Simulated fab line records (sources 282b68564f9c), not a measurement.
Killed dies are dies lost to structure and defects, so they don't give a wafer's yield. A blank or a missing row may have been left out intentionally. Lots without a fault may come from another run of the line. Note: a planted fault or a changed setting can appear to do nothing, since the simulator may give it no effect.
Struck lot and sound lot, side by side :: flow ritCmos :: 15 steps out of a route of 202
Sound: wafers L947.3, L947.4, L947.6. Struck: wafers L949.1, L949.3, L949.6. At the end, the cause is stated.
Each step with rows lists, per side, the tool, then ch with its chambers, then its first start. Under that, the readings that differ: sound wafers :: struck wafers :: difference of the means :: sigmas: that difference in standard deviations of wafers without a fault.
alike: readings whose means differ by less than 2 such deviations, and words and numbers that are the same on both sides. not compared: withheld readings, readings that some wafer has no value for, bounds like >300 that may hide the same value, and numbers for which the record gives no deviation and whose values overlap.
A row with sigmas, a row that says differs or no value, or rows on one side alone: a step with any of these is where the two part. When numbers do not overlap yet have no deviation, they are printed without sigmas and do not part them. A reading that every wafer of one side lacks parts them only if that side has two wafers or more.

RIT_ACTIVE_THK_MEAS_04:
  sound on filmMetro-01, day 4 06:33; struck on filmMetro-02, day 4 17:18
  alike: ACTIVE_NITRIDE_THK
then, 6 steps without rows for these wafers: RIT_ACTIVE_HMDS_05 (prime time 60 s); RIT_ACTIVE_COAT_06 (resist thk 1000 nm); RIT_ACTIVE_SOFTBAKE_07 (time 60 s); RIT_ACTIVE_EXPOSE_08 (exposes mask M1, target cd 1400 nm); RIT_ACTIVE_PEB_09; RIT_ACTIVE_DEVELOP_10 (develop time 50 s).
RIT_ACTIVE_CD_MEAS_11: target cd 1400 nm.
  sound on cdSem-02, day 4 07:29; struck on cdSem-01, day 4 18:13
reading: cdNm (nm)
sound: 1403.7 1403.4 1400.8
struck: 1396.9 1397.2 1397.3
difference: -5.5
sigmas: -3
then, 1 step without rows for these wafers: RIT_ACTIVE_HARDBAKE_12 (time 60 s).
RIT_ACTIVE_ETCH_13: etches Si3N4 in SF6, stops on SiO2, time 210 s, target depth 210 nm.
  sound on rieDiel-02 ch 0,1, day 4 07:43; struck on rieDiel-03 ch 0,1,2, day 4 18:32
  alike: drypumpMotorCurrentA, oesProductAu, rfFwdPowerW, throttleValvePct
  not compared: rfHoursCounterH
RIT_ACTIVE_STRIP_14: strips in O2, time 180 s.
  sound on plasmaAsher-03 ch 0,1, day 4 07:54; struck on plasmaAsher-04 ch 0,1, day 4 18:40
  alike: drypumpMotorCurrentA
  not compared: rfHoursCounterH
RIT_ACTIVE_CD_MEAS_90: target cd 1400 nm.
  sound on cdSem-02, day 4 08:04; struck on cdSem-02, day 4 18:50
reading: cdNm (nm)
sound: 1403.6 1403.6 1401.2
struck: 1397.0 1397.3 1397.8
difference: -5.4
sigmas: -3
RIT_ACTIVE_CLEAN_15: cleans in SC1, time 600 s.
  sound on wetBench-03 ch 3, day 4 08:08; struck on wetBench-02 ch 3, day 4 18:58
  no value came back on the struck wafers for bathGuardTempC (C), bathHeatDutyPct (%), tempC (C); on the sound wafers bathGuardTempC (C) reads 74.1 74.3 74.4
then, 1 step without rows for these wafers: RIT_ACTIVE_CLEAN_16 (cleans in dHF, time 30 s).
RIT_M1_PROBE_99:
  rows exist in the record for the struck wafers here (prober-02, day 6 13:00), but not for the sound ones

## WHERE THEY PART
Earliest at RIT_ACTIVE_CD_MEAS_11; latest, in this record, at RIT_M1_PROBE_99.

WHY: what the simulator had put in
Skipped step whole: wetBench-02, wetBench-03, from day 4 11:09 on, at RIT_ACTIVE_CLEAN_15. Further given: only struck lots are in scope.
